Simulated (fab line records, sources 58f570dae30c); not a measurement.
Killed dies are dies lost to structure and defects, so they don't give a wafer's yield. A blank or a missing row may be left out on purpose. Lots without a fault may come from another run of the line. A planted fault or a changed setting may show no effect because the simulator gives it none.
Which tool did it? | flow berkeley_cmos170 | 7 lots, 21 wafers sampled, at 3 steps of a route of 331

WHAT THE GAUGES READ, wafer by wafer
UCB170_PLDD_CD_MEAS_06: target cd 1200 nm.
lot  | measured     | on        | cd_nm (nm)
L227 | day 7 20:07  | cd_sem-02 | 1199.2 1200.2 1200.4
L231 | day 8 08:59  | cd_sem-02 | 1199.5 1199.0 1199.1
L234 | day 9 11:26  | cd_sem-02 | 1201.2 1199.8 1201.1
L236 | day 9 14:31  | cd_sem-01 | 1200.5 1201.3 1200.4
L239 | day 10 04:51 | cd_sem-01 | 1197.4 1197.5 1196.6
L246 | day 11 20:02 | cd_sem-02 | 1198.6 1198.4 1199.7
L247 | day 12 05:55 | cd_sem-01 | 1166.1 1165.1 1165.4

WHICH TOOL RAN EACH LOT (tool, then ch and the chambers of the sampled wafers, then the start)
lot  | UCB170_GATE_PEB_10                | UCB170_PLDD_PEB_04
L227 | litho_track-02 ch 0, day 7 18:13  | litho_track-03 ch 0, day 7 19:51
L231 | litho_track-04 ch 0, day 8 06:57  | litho_track-04 ch 0, day 8 08:43
L234 | litho_track-03 ch 0, day 9 07:47  | litho_track-03 ch 0, day 9 11:08
L236 | litho_track-03 ch 0, day 9 12:38  | litho_track-01 ch 0, day 9 14:15
L239 | litho_track-03 ch 0, day 10 01:48 | litho_track-04 ch 0, day 10 04:35
L246 | litho_track-02 ch 0, day 11 18:07 | litho_track-04 ch 0, day 11 19:45
L247 | litho_track-02 ch 0, day 12 02:36 | litho_track-01 ch 0, day 12 05:39
- UCB170_GATE_PEB_10
- UCB170_PLDD_PEB_04

THE ANSWER, worked out from the rows above alone
Rule: what is usual is taken from the lots themselves. Put in order of their means at a reading, lots are off if they are a third of the lots or fewer, leave a main group of 4 or more, and stand apart from it by a gap of 3 or more times the standard deviation of the main group's means; of several such gaps the widest counts. A main group whose means are all the same, to the digits that the tables above print for the reading, isn't used. A lot without any number at a reading at which 4 lots or more have one is off too. The other lots that the step has rows for count as sound.
Off: L247, at UCB170_PLDD_CD_MEAS_06 (cd_nm). The main group: mean 1199.4 nm, standard deviation 1.2.
A tool fits if, at a process step before that reading, it ran every lot that is off, and no sound lot after the first of them. The gauges at UCB170_PLDD_CD_MEAS_06 are tried like those tools. Can't be told from this: 3 tools fit, litho_track-02 at UCB170_GATE_PEB_10, litho_track-01 at UCB170_PLDD_PEB_04, cd_sem-01 at UCB170_PLDD_CD_MEAS_06.

WHAT THE SIMULATOR HAD PUT IN
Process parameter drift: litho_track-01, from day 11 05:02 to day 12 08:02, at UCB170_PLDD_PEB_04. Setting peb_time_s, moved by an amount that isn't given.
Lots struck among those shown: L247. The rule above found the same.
